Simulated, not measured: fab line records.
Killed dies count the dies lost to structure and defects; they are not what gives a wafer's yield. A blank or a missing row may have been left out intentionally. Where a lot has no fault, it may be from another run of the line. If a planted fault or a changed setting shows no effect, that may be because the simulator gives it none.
Which of the tools did it? :: flow rit cmos :: Sampling: 14 lots, 42 wafers, 5 of 202 route steps

WHAT THE GAUGES SHOWED, per wafer
RIT_CONTACT_THK_MEAS_01. Usual: CONTACT_TEOS_THK typically reads 400 nm, with standard deviation 5.5.
lot: L520
measured: day 3 04:07
on: film metro-04
CONTACT_TEOS_THK (nm): 388 400 399
flag: 

lot: L521
measured: day 3 07:32
on: film metro-02
CONTACT_TEOS_THK (nm): 398 392 402
flag: 

lot: L523
measured: day 4 02:55
on: film metro-02
CONTACT_TEOS_THK (nm): 396 393 400
flag: 

lot: L525
measured: day 4 11:16
on: film metro-04
CONTACT_TEOS_THK (nm): 392 398 401
flag: 

lot: L528
measured: day 5 00:59
on: film metro-04
CONTACT_TEOS_THK (nm): 391 410 399
flag: 

lot: L529
measured: day 5 15:48
on: film metro-04
CONTACT_TEOS_THK (nm): 397 397 407
flag: 

lot: L531
measured: day 5 17:30
on: film metro-01
CONTACT_TEOS_THK (nm): 394 402 393
flag: 

lot: L534
measured: day 6 11:11
on: film metro-02
CONTACT_TEOS_THK (nm): 393 396 314
flag: OFF

lot: L535
measured: day 6 14:15
on: film metro-04
CONTACT_TEOS_THK (nm): 396 401 405
flag: 

lot: L536
measured: day 6 22:10
on: film metro-04
CONTACT_TEOS_THK (nm): 395 404 400
flag: 

lot: L537
measured: day 6 22:24
on: film metro-01
CONTACT_TEOS_THK (nm): 393 310 402
flag: OFF

lot: L541
measured: day 7 17:44
on: film metro-01
CONTACT_TEOS_THK (nm): 404 404 406
flag: 

lot: L542
measured: day 19 11:04
on: film metro-01
CONTACT_TEOS_THK (nm): 398 403 398
flag: 

lot: L543
measured: day 7 23:12
on: film metro-01
CONTACT_TEOS_THK (nm): 397 402 415
flag: 

RIT_CONTACT_CD_MEAS_08 targets a cd of 1000 nm. Usual: cd nm 1000.4 nm, standard deviation 2.5.
lot: L520
measured: day 3 05:16
on: cd sem-01
cd nm (nm): 999.9 1001.3 999.9
flag: 

lot: L521
measured: day 3 08:41
on: cd sem-01
cd nm (nm): 999.4 998.6 998.8
flag: 

lot: L523
measured: day 4 04:07
on: cd sem-01
cd nm (nm): 997.2 996.4 1001.0
flag: 

lot: L525
measured: day 4 12:29
on: cd sem-01
cd nm (nm): 998.8 998.6 1001.1
flag: 

lot: L528
measured: day 5 02:08
on: cd sem-02
cd nm (nm): 995.2 999.3 997.8
flag: 

lot: L529
measured: day 5 16:57
on: cd sem-01
cd nm (nm): 1002.4 1001.3 1004.4
flag: 

lot: L531
measured: day 5 18:47
on: cd sem-01
cd nm (nm): 1002.9 1004.9 1002.7
flag: 

lot: L534
measured: day 6 12:21
on: cd sem-01
cd nm (nm): 1001.3 1000.1 1001.3
flag: 

lot: L535
measured: day 6 15:25
on: cd sem-01
cd nm (nm): 1002.1 999.4 999.3
flag: 

lot: L536
measured: day 6 23:20
on: cd sem-02
cd nm (nm): 1000.3 1000.4 1000.5
flag: 

lot: L537
measured: day 6 23:33
on: cd sem-01
cd nm (nm): 996.6 996.6 998.1
flag: 

lot: L541
measured: day 7 18:54
on: cd sem-02
cd nm (nm): 1001.2 1000.3 1002.3
flag: 

lot: L542
measured: day 19 12:34
on: cd sem-02
cd nm (nm): 1000.8 1002.7 1000.2
flag: 

lot: L543
measured: day 8 00:14
on: cd sem-01
cd nm (nm): 1002.6 998.8 1001.8
flag: 

WHAT TOOL EACH LOT RAN ON (gives the tool, then ch and the chambers of the sampled wafers, and finally the start)
lot: L520
RIT_PWELL_STRIP_09: plasma asher-03 ch 0,1, day 2 00:13
RIT_GATE_ETCH_19: rie si-02 ch 1,3, day 2 14:22
RIT_CONTACT_CVD_00: pecvd-03 ch 0,1, day 3 04:04

lot: L521
RIT_PWELL_STRIP_09: plasma asher-02 ch 0,1, day 2 04:08
RIT_GATE_ETCH_19: rie si-01 ch 0,1,3, day 2 17:56
RIT_CONTACT_CVD_00: pecvd-02 ch 0,1, day 3 07:29

lot: L523
RIT_PWELL_STRIP_09: plasma asher-01 ch 0,1, day 2 15:21
RIT_GATE_ETCH_19: rie si-01 ch 1,2,3, day 3 09:59
RIT_CONTACT_CVD_00: pecvd-03 ch 0,2, day 4 02:52

lot: L525
RIT_PWELL_STRIP_09: plasma asher-01 ch 0, day 3 00:32
RIT_GATE_ETCH_19: rie si-01 ch 0,2,3, day 3 21:10
RIT_CONTACT_CVD_00: pecvd-01 ch 1,2, day 4 11:13

lot: L528
RIT_PWELL_STRIP_09: plasma asher-01 ch 1, day 3 20:01
RIT_GATE_ETCH_19: rie si-02 ch 0,2, day 4 10:23
RIT_CONTACT_CVD_00: pecvd-01 ch 0,1,2, day 5 00:56

lot: L529
RIT_PWELL_STRIP_09: plasma asher-01 ch 0,1, day 4 01:02
RIT_GATE_ETCH_19: rie si-01 ch 0,2,3, day 4 22:55
RIT_CONTACT_CVD_00: pecvd-03 ch 0,1,2, day 5 15:45

lot: L531
RIT_PWELL_STRIP_09: plasma asher-02 ch 0,1, day 4 09:16
RIT_GATE_ETCH_19: rie si-01 ch 0,3, day 5 00:51
RIT_CONTACT_CVD_00: pecvd-01 ch 1,2, day 5 17:26

lot: L534
RIT_PWELL_STRIP_09: plasma asher-03 ch 0, day 5 00:53
RIT_GATE_ETCH_19: rie si-02 ch 0,2,3, day 5 20:45
RIT_CONTACT_CVD_00: pecvd-01 ch 1,2, day 6 11:07

lot: L535
RIT_PWELL_STRIP_09: plasma asher-03 ch 0, day 5 07:56
RIT_GATE_ETCH_19: rie si-01 ch 1,2, day 6 00:07
RIT_CONTACT_CVD_00: pecvd-02 ch 0,1, day 6 14:11

lot: L536
RIT_PWELL_STRIP_09: plasma asher-03 ch 0,1, day 5 13:15
RIT_GATE_ETCH_19: rie si-02 ch 1,2,3, day 6 07:10
RIT_CONTACT_CVD_00: pecvd-03 ch 0,2, day 6 22:07

lot: L537
RIT_PWELL_STRIP_09: plasma asher-02 ch 0,1, day 5 13:41
RIT_GATE_ETCH_19: rie si-01 ch 0,2,3, day 6 07:24
RIT_CONTACT_CVD_00: pecvd-01 ch 0,1,2, day 6 22:21

lot: L541
RIT_PWELL_STRIP_09: plasma asher-01 ch 1, day 6 10:13
RIT_GATE_ETCH_19: rie si-01 ch 0,2,3, day 7 04:09
RIT_CONTACT_CVD_00: pecvd-02 ch 0,1,2, day 7 17:41

lot: L542
RIT_PWELL_STRIP_09: plasma asher-01 ch 1, day 6 15:04
RIT_GATE_ETCH_19: rie si-01 ch 1,2, day 18 19:41
RIT_CONTACT_CVD_00: pecvd-03 ch 0,1, day 19 10:59

lot: L543
RIT_PWELL_STRIP_09: plasma asher-01 ch 0,1, day 6 18:23
RIT_GATE_ETCH_19: rie si-02 ch 0,1, day 7 09:21
RIT_CONTACT_CVD_00: pecvd-03 ch 0,1, day 7 23:07
- RIT_PWELL_STRIP_09: strips in O2, time 180 s.
- RIT_GATE_ETCH_19: etches poly-Si in SF6/CHF3/O2, stops on SiO2, time 165 s, target depth 312.5 nm.
- RIT_CONTACT_CVD_00: deposits SiO2 from TEOS, target thk 400 nm, time 61 s.

WHAT THE TOOLS THEMSELVES READ (means of the sampled wafers that have a number; where no wafer has one, the mark that the record gives instead)
RIT_PWELL_STRIP_09. Usual: drypump motor current A 6.1 A, standard deviation 0.4.
lot: L520
tool: plasma asher-03
drypump motor current A (A): 6.6
flag: 

lot: L521
tool: plasma asher-02
drypump motor current A (A): 5.7
flag: 

lot: L523
tool: plasma asher-01
drypump motor current A (A): 6.1
flag: 

lot: L525
tool: plasma asher-01
drypump motor current A (A): 5.6
flag: 

lot: L528
tool: plasma asher-01
drypump motor current A (A): 6.4
flag: 

lot: L529
tool: plasma asher-01
drypump motor current A (A): 5.9
flag: 

lot: L531
tool: plasma asher-02
drypump motor current A (A): 5.8
flag: 

lot: L534
tool: plasma asher-03
drypump motor current A (A): 6.8
flag: 

lot: L535
tool: plasma asher-03
drypump motor current A (A): 6.7
flag: 

lot: L536
tool: plasma asher-03
drypump motor current A (A): 6.5
flag: 

lot: L537
tool: plasma asher-02
drypump motor current A (A): 5.8
flag: 

lot: L541
tool: plasma asher-01
drypump motor current A (A): 6.4
flag: 

lot: L542
tool: plasma asher-01
drypump motor current A (A): 6.4
flag: 

lot: L543
tool: plasma asher-01
drypump motor current A (A): 6.1
flag: 

RIT_GATE_ETCH_19. Usual: drypump motor current A 5.41 A, standard deviation 0.29; oes product au 0.846 a.u., standard deviation 0.015; throttle valve pct 10.19 %, standard deviation 0.15.
lot: L520
tool: rie si-02
drypump motor current A (A): 5.52
oes product au (a.u.): 0.845
throttle valve pct (%): 10.09
flag: 

lot: L521
tool: rie si-01
drypump motor current A (A): 5.43
oes product au (a.u.): 0.840
throttle valve pct (%): 10.23
flag: 

lot: L523
tool: rie si-01
drypump motor current A (A): 5.30
oes product au (a.u.): 0.844
throttle valve pct (%): 10.15
flag: 

lot: L525
tool: rie si-01
drypump motor current A (A): 5.30
oes product au (a.u.): 0.840
throttle valve pct (%): 10.20
flag: 

lot: L528
tool: rie si-02
drypump motor current A (A): 5.41
oes product au (a.u.): 0.849
throttle valve pct (%): 10.16
flag: 

lot: L529
tool: rie si-01
drypump motor current A (A): 5.28
oes product au (a.u.): 0.844
throttle valve pct (%): 10.21
flag: 

lot: L531
tool: rie si-01
drypump motor current A (A): 5.45
oes product au (a.u.): 0.857
throttle valve pct (%): 10.28
flag: 

lot: L534
tool: rie si-02
drypump motor current A (A): 5.62
oes product au (a.u.): 0.860
throttle valve pct (%): 10.11
flag: 

lot: L535
tool: rie si-01
drypump motor current A (A): 5.28
oes product au (a.u.): 0.855
throttle valve pct (%): 10.24
flag: 

lot: L536
tool: rie si-02
drypump motor current A (A): 5.56
oes product au (a.u.): 0.848
throttle valve pct (%): 10.14
flag: 

lot: L537
tool: rie si-01
drypump motor current A (A): 5.31
oes product au (a.u.): 0.837
throttle valve pct (%): 10.20
flag: 

lot: L541
tool: rie si-01
drypump motor current A (A): 5.29
oes product au (a.u.): 0.849
throttle valve pct (%): 10.21
flag: 

lot: L542
tool: rie si-01
drypump motor current A (A): 5.41
oes product au (a.u.): 0.830
throttle valve pct (%): 10.27
flag: 

lot: L543
tool: rie si-02
drypump motor current A (A): 5.14
oes product au (a.u.): 0.868
throttle valve pct (%): 10.17
flag: 

RIT_CONTACT_CVD_00. Usual: heater power w 326 W, standard deviation 56.
lot: L520
tool: pecvd-03
heater power w (W): 381
flag: 

lot: L521
tool: pecvd-02
heater power w (W): 351
flag: 

lot: L523
tool: pecvd-03
heater power w (W): 293
flag: 

lot: L525
tool: pecvd-01
heater power w (W): 339
flag: 

lot: L528
tool: pecvd-01
heater power w (W): 302
flag: 

lot: L529
tool: pecvd-03
heater power w (W): 341
flag: 

lot: L531
tool: pecvd-01
heater power w (W): 346
flag: 

lot: L534
tool: pecvd-01
heater power w (W): 347
flag: 

lot: L535
tool: pecvd-02
heater power w (W): 318
flag: 

lot: L536
tool: pecvd-03
heater power w (W): 274
flag: 

lot: L537
tool: pecvd-01
heater power w (W): 338
flag: 

lot: L541
tool: pecvd-02
heater power w (W): 312
flag: 

lot: L542
tool: pecvd-03
heater power w (W): 318
flag: 

lot: L543
tool: pecvd-03
heater power w (W): 368
flag: 

THE ANSWER, worked out from the rows above alone
Rule: a lot counts as off when the mean over its wafers that have a number is more than 3 standard deviations away from the usual mean. Also off: a lot with no number at a reading for which 4 or more lots have one. Any other lot the step has rows for is counted as sound. After the gauges, taken in route order, come the tools' own readings; for these a lot's mean is taken, as printed above. The first step at which some lot is off is used, and at that step the reading that is off furthest; a lot without a number counts as furthest.
Off: L534, L537, seen at RIT_CONTACT_THK_MEAS_01 (CONTACT_TEOS_THK).
If a tool, at a process step before that reading, ran all the lots that are off and no sound lot after the first of them, it fits. Gauges at RIT_CONTACT_THK_MEAS_01: tried the same way as those tools. One candidate fits, namely pecvd-01 at RIT_CONTACT_CVD_00. A fault onset in the window from L531 (day 5 17:26, its last sound lot) to L534 (day 6 11:07, its first lot off) fits.

WHAT WAS PUT IN BY THE SIMULATOR
pecvd-01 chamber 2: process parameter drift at RIT_CONTACT_CVD_00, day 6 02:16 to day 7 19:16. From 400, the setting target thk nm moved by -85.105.
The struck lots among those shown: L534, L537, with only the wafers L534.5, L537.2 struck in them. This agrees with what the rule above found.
